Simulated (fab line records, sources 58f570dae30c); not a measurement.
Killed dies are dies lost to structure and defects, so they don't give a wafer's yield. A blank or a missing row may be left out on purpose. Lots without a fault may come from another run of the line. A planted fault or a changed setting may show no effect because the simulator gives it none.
One fault seen from 2 desks | flow berkeley_cmos170 | each desk has only its own numbers; what lay behind them comes last

THE METROLOGY DESK
What the gauges read, lot by lot, whatever tool the lot ran on: means of the sampled wafers that have a number. A lot is out of limits, marked OUT, if its mean lies more than 4 standard deviations from the usual mean; the brackets give that distance.
Columns: A = NSD_TW at UCB170_NSD_TW_MEAS_10, usual 4188; B = NSD_RS at UCB170_SDANNEAL_RS_MEAS_03, usual 37.26 ohm/sq; C = cd_nm at UCB170_M1_CD_MEAS_09, usual 700.3 nm; D = V1_OVL at UCB170_V1_OVL_MEAS_13, usual -2 nm
lot  | first seen here | A    | B               | C     | D
L668 | day 8 14:32     | 4189 | 37.30           | 697.4 | 3
L669 | day 8 14:47     | 4193 | 37.25           | 701.7 | 1
L673 | day 9 11:20     | 4135 | 37.20           | 701.1 | -1
L671 | day 9 11:37     | 4218 | 37.28           | 702.2 | -10
L675 | day 9 11:50     | 4194 | 37.22           | 701.7 | -1
L674 | day 9 11:54     | 4220 | 37.38           | 701.0 | -1
L670 | day 9 12:05     | 4179 | 37.21           | 698.8 | 7
L677 | day 9 18:31     | 4203 | 37.28           | 698.4 | 5
L679 | day 10 08:37    | 4084 | 42.69 (+68) OUT | 703.2 | 6
L681 | day 10 21:37    | 4184 | 37.24           | 698.3 | 12
L685 | day 11 15:13    | 4093 | 42.76 (+69) OUT | 702.1 | -1
L688 | day 12 02:58    | 4116 | 37.29           | 700.5 | -13
L690 | day 12 13:20    | 4236 | 37.19           | 698.6 | -1
L689 | day 12 14:33    | 4253 | 37.35           | 699.9 | -6
This desk's finding: out of limits on L679, L685; first on L679, day 10 09:49 (NSD_RS at UCB170_SDANNEAL_RS_MEAS_03). In limits: L668, L669, L673, L671, L675, L674, L670, L677, L681, L688, L690, L689.

THE TOOL OWNER'S DESK: implanter-03
The tool's own readings at UCB170_NSD_IMPLANT_08: means of the sampled wafers that have a number, for each lot that ran on this tool. A lot is out of limits, marked OUT, if its mean lies more than 4 standard deviations from the usual mean; the brackets give that distance.
Columns: A = beam_energy_keV at UCB170_NSD_IMPLANT_08, usual 39.998; B = beam_on_s at UCB170_NSD_IMPLANT_08, usual 10.04 s; C = faraday_current_uA at UCB170_NSD_IMPLANT_08, usual 9221; D = tilt_deg at UCB170_NSD_IMPLANT_08, usual 6.999 degrees
lot  | first seen here | A      | B              | C               | D
L669 | day 8 14:34     | 39.989 | 9.93           | 9317            | 6.952
L673 | day 9 11:05     | 40.005 | 9.91           | 9345            | 6.999
L675 | day 9 11:37     | 40.012 | 10.03          | 9208            | 6.981
L677 | day 9 18:16     | 39.991 | 10.04          | 9231            | 7.024
L679 | day 10 08:22    | 40.000 | 7.73 (-12) OUT | 11960 (+15) OUT | 6.983
L685 | day 11 15:00    | 40.002 | 7.63 (-12) OUT | 12130 (+16) OUT | 6.986
This desk's finding: out of limits on L679, L685; first on L679, day 10 08:22 (beam_on_s at UCB170_NSD_IMPLANT_08). In limits: L669, L673, L675, L677.

PUT TOGETHER
The tool owner's desk could have raised an alarm at day 10 08:22, on L679, L685.
The metrology desk could have raised an alarm at day 10 09:49, on L679, L685.
Of the lots named, all ran UCB170_NSD_IMPLANT_08 on implanter-03.

WHAT THE SIMULATOR HAD PUT IN
Process parameter drift: implanter-03, from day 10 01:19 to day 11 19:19, at UCB170_NSD_IMPLANT_08. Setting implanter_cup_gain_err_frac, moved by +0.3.
Lots struck among those shown: L679, L685.
Hours from the fault's start to each desk's first reading out of limits: the tool owner's desk, 7; the metrology desk, 8.
